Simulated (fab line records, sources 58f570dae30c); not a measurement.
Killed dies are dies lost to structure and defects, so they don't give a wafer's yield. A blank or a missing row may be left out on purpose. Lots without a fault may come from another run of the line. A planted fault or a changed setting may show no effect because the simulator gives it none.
Which tool did it? | flow berkeley_cmos170 | 15 lots, 45 wafers sampled, at 4 steps of a route of 331

WHAT THE GAUGES READ, wafer by wafer
UCB170_START_THK_MEAS_03. Usual: START_OXIDE_THK 20.0 nm, standard deviation 0.41.
lot  | measured    | on            | START_OXIDE_THK (nm) | flag
L768 | day 2 06:20 | film_metro-04 | 20.2 20.5 20.3       |
L769 | day 2 11:21 | film_metro-02 | 19.8 19.8 19.8       |
L770 | day 2 17:16 | film_metro-04 | 20.1 19.7 19.9       |
L771 | day 2 23:47 | film_metro-03 | 20.2 20.0 20.3       |
L773 | day 3 07:11 | film_metro-03 | 20.3 20.4 20.4       |
L774 | day 3 13:34 | film_metro-03 | 19.0 19.6 19.1       |
L777 | day 4 02:54 | film_metro-04 | 19.9 19.9 19.7       |
L778 | day 4 10:25 | film_metro-03 | 20.7 20.0 19.6       |
L779 | day 4 10:25 | film_metro-02 | 20.2 19.9 20.6       |
L780 | day 4 18:24 | film_metro-04 | 19.7 19.6 19.4       |
L781 | day 4 22:45 | film_metro-04 | 20.1 20.1 19.9       |
L783 | day 5 09:56 | film_metro-02 | 19.9 19.7 20.1       |
L786 | day 6 00:33 | film_metro-04 | 20.3 20.4 20.4       |
L787 | day 6 05:23 | film_metro-02 | 19.7 19.5 19.5       |
L788 | day 6 14:50 | film_metro-03 | 20.8 20.8 20.9       |

UCB170_ACTIVE_CD_MEAS_90: target cd 1200 nm. Usual: cd_nm 1199.5 nm, standard deviation 1.3.
lot  | measured     | on        | cd_nm (nm)           | flag
L768 | day 5 18:56  | cd_sem-01 | 1200.5 1200.4 1201.2 |
L769 | day 5 19:11  | cd_sem-01 | 1200.9 1202.3 1200.2 |
L770 | day 6 03:27  | cd_sem-01 | 1197.1 1198.2 1197.9 |
L771 | day 6 03:07  | cd_sem-01 | 1198.7 1198.5 1199.3 |
L773 | day 6 03:20  | cd_sem-01 | 1201.3 1201.3 1202.1 |
L774 | day 6 23:27  | cd_sem-02 | 1199.1 1199.1 1199.9 |
L777 | day 7 11:23  | cd_sem-02 | 1198.2 1198.4 1200.0 |
L778 | day 7 19:23  | cd_sem-02 | 1199.3 1198.9 1198.8 |
L779 | day 7 18:50  | cd_sem-01 | 1200.9 1201.3 1199.6 |
L780 | day 7 19:07  | cd_sem-01 | 1199.0 1199.2 1197.4 |
L781 | day 8 16:05  | cd_sem-01 | 1201.6 1201.4 1201.0 |
L783 | day 8 15:33  | cd_sem-01 | 1199.0 1198.7 1197.6 |
L786 | day 9 17:08  | cd_sem-01 | 1198.3 1197.7 1197.2 |
L787 | day 9 17:06  | cd_sem-02 | 1201.1 1198.8 1200.6 |
L788 | day 10 00:31 | cd_sem-02 | 1199.2 1200.4 1199.9 |

UCB170_NLDD_OVL_MEAS_07. Usual: NLDD_OVL -1 nm, standard deviation 4.9.
lot  | measured     | on         | NLDD_OVL (nm) | flag
L768 | day 8 06:01  | overlay-02 | 9 5 10        |
L769 | day 8 05:47  | overlay-02 | -2 -9 -4      |
L770 | day 8 18:05  | overlay-01 | 2 -1 8        |
L771 | day 8 17:50  | overlay-02 | -1 0 -5       |
L773 | day 8 17:29  | overlay-02 | 4 -3 3        |
L774 | day 9 06:29  | overlay-01 | 4 4 5         |
L777 | day 9 18:08  | overlay-02 | 1 -2 1        |
L778 | day 10 07:34 | overlay-01 | 1 6 4         |
L779 | day 10 07:23 | overlay-01 | -11 -6 1      |
L780 | day 10 07:40 | overlay-02 | -6 -1 -1      |
L781 | day 11 06:55 | overlay-01 | -8 -6 -4      |
L783 | day 11 06:11 | overlay-01 | -5 -5 -8      |
L786 | day 12 03:49 | overlay-02 | -5 -1 -3      |
L787 | day 12 04:04 | overlay-01 | -6 -8 -1      |
L788 | day 12 17:35 | overlay-02 | -5 2 -6       |

WHICH TOOL RAN EACH LOT (tool, then ch and the chambers of the sampled wafers, then the start)
lot  | UCB170_NWELL_WET_ETCH_00
L768 | wet_bench-02 ch 3, day 2 14:10
L769 | wet_bench-03 ch 3, day 2 18:16
L770 | wet_bench-01 ch 1, day 3 01:37
L771 | wet_bench-02 ch 3, day 3 06:46
L773 | wet_bench-03 ch 3, day 3 14:56
L774 | wet_bench-03 ch 0, day 3 19:10
L777 | wet_bench-03 ch 3, day 4 07:57
L778 | wet_bench-03 ch 2, day 4 18:20
L779 | wet_bench-03 ch 3, day 4 17:52
L780 | wet_bench-01 ch 3, day 5 01:05
L781 | wet_bench-01 ch 0, day 5 06:38
L783 | wet_bench-03 ch 0, day 5 14:13
L786 | wet_bench-01 ch 2, day 6 08:41
L787 | wet_bench-02 ch 1, day 6 17:16
L788 | wet_bench-02 ch 2, day 7 02:03
- UCB170_NWELL_WET_ETCH_00: etches SiO2 in dHF, time 200 s.

WHAT THE TOOLS THEMSELVES READ (means of the sampled wafers that have a number; where no wafer has one, the mark that the record gives instead)
UCB170_NWELL_WET_ETCH_00. Usual: bath_heat_duty_pct 6.0 %, standard deviation 0.65; run_length_s 228 s, standard deviation 3.8.
lot  | tool         | bath_heat_duty_pct (%) | run_length_s (s) | flag
L768 | wet_bench-02 | 5.4                    | 233              |
L769 | wet_bench-03 | 6.3                    | 226              |
L770 | wet_bench-01 | 6.0                    | 226              |
L771 | wet_bench-02 | 5.4                    | 226              |
L773 | wet_bench-03 | 6.2                    | 227              |
L774 | wet_bench-03 | 5.3                    | 233              |
L777 | wet_bench-03 | 5.7                    | 226              |
L778 | wet_bench-03 | -                      | -                | OFF
L779 | wet_bench-03 | 6.3                    | 233              |
L780 | wet_bench-01 | -                      | -                | OFF
L781 | wet_bench-01 | -                      | -                | OFF
L783 | wet_bench-03 | 5.3                    | 227              |
L786 | wet_bench-01 | 6.3                    | 225              |
L787 | wet_bench-02 | 6.0                    | 235              |
L788 | wet_bench-02 | 6.5                    | 232              |

THE ANSWER, worked out from the rows above alone
Rule: a lot is off if the mean of its wafers that have a number lies more than 3 standard deviations from the usual mean. A lot without any number at a reading at which 4 lots or more have one is off too. The other lots that the step has rows for count as sound. The gauges are gone through in route order, then the tools' own readings, and for those a lot's mean is taken as printed above. The first step at which some lot is off is used, and at that step the reading that is off furthest; a lot without a number counts as furthest.
Off: L778, L780, L781, at UCB170_NWELL_WET_ETCH_00 (bath_heat_duty_pct). Without a number there: L778, L780, L781.
A tool fits if, at that step or a process step before it, it ran every lot that is off, and no sound lot after the first of them. None of those tried fits.

WHAT THE SIMULATOR HAD PUT IN
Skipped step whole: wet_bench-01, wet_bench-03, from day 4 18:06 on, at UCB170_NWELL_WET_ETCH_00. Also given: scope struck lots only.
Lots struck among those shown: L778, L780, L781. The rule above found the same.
